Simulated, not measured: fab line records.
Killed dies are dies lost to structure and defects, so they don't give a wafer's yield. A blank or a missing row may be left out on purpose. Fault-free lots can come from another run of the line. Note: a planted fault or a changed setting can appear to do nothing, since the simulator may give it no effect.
Which tool is to blame? / flow rit-cmos / 21 wafers from 7 lots sampled at 2 of the route's 202 steps

## WHAT THE GAUGES READ, wafer by wafer
RIT_PRETRO_TW_MEAS_10.
lot=L754; measured=day 2 17:19; on=film-metro-04; PRETRO_TW=499 496 500
lot=L757; measured=day 3 09:52; on=film-metro-02; PRETRO_TW=487 488 488
lot=L764; measured=day 4 19:17; on=film-metro-03; PRETRO_TW=472 474 473
lot=L766; measured=day 5 05:29; on=film-metro-04; PRETRO_TW=475 473 473
lot=L768; measured=day 5 17:38; on=film-metro-02; PRETRO_TW=471 471 471
lot=L771; measured=day 6 06:19; on=film-metro-04; PRETRO_TW=475 478 475
lot=L774; measured=day 6 21:00; on=film-metro-03; PRETRO_TW=471 470 474

## WHAT TOOL EACH LOT RAN ON (gives the tool, then ch and the chambers of the sampled wafers, and finally the start)
lot=L754; RIT_PRETRO_IMPLANT_08=implanter-03 ch 0, day 2 17:01
lot=L757; RIT_PRETRO_IMPLANT_08=implanter-03 ch 0, day 3 09:33
lot=L764; RIT_PRETRO_IMPLANT_08=implanter-04 ch 0, day 4 18:59
lot=L766; RIT_PRETRO_IMPLANT_08=implanter-02 ch 0, day 5 05:11
lot=L768; RIT_PRETRO_IMPLANT_08=implanter-02 ch 0, day 5 17:19
lot=L771; RIT_PRETRO_IMPLANT_08=implanter-04 ch 0, day 6 05:59
lot=L774; RIT_PRETRO_IMPLANT_08=implanter-02 ch 0, day 6 20:43
- RIT_PRETRO_IMPLANT_08

## THE ANSWER, worked out from the rows above alone
Rule: the usual values come from the lots themselves. Put in order of their means at a reading, lots are off if they are a third of the lots or fewer, leave a main group of 4 or more, and stand apart from it by a gap of 3 or more times the standard deviation of the main group's means; of several such gaps the widest counts. A main group whose means are all the same, to the digits that the tables above print for the reading, isn't used. A lot without any number at a reading at which 4 lots or more have one is off too. The other lots that the step has rows for count as sound.
Off: at RIT_PRETRO_TW_MEAS_10 (PRETRO_TW), L754, L757. For the main group the mean is 473 and the standard deviation 1.7.
If a tool, at a process step before that reading, ran all the lots that are off and no sound lot after the first of them, it fits. Those tools and the gauges at RIT_PRETRO_TW_MEAS_10 are tried in the same way. One candidate fits, namely implanter-03 at RIT_PRETRO_IMPLANT_08. It ran no sound lot before its first lot that is off in this sample, so the start can't be narrowed down.

## WHAT THE SIMULATOR HAD PUT IN
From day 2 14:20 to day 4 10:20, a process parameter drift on implanter-03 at RIT_PRETRO_IMPLANT_08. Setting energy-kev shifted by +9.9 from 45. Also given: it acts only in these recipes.
Lots struck among those shown: L754, L757. The rule given above showed the same thing.
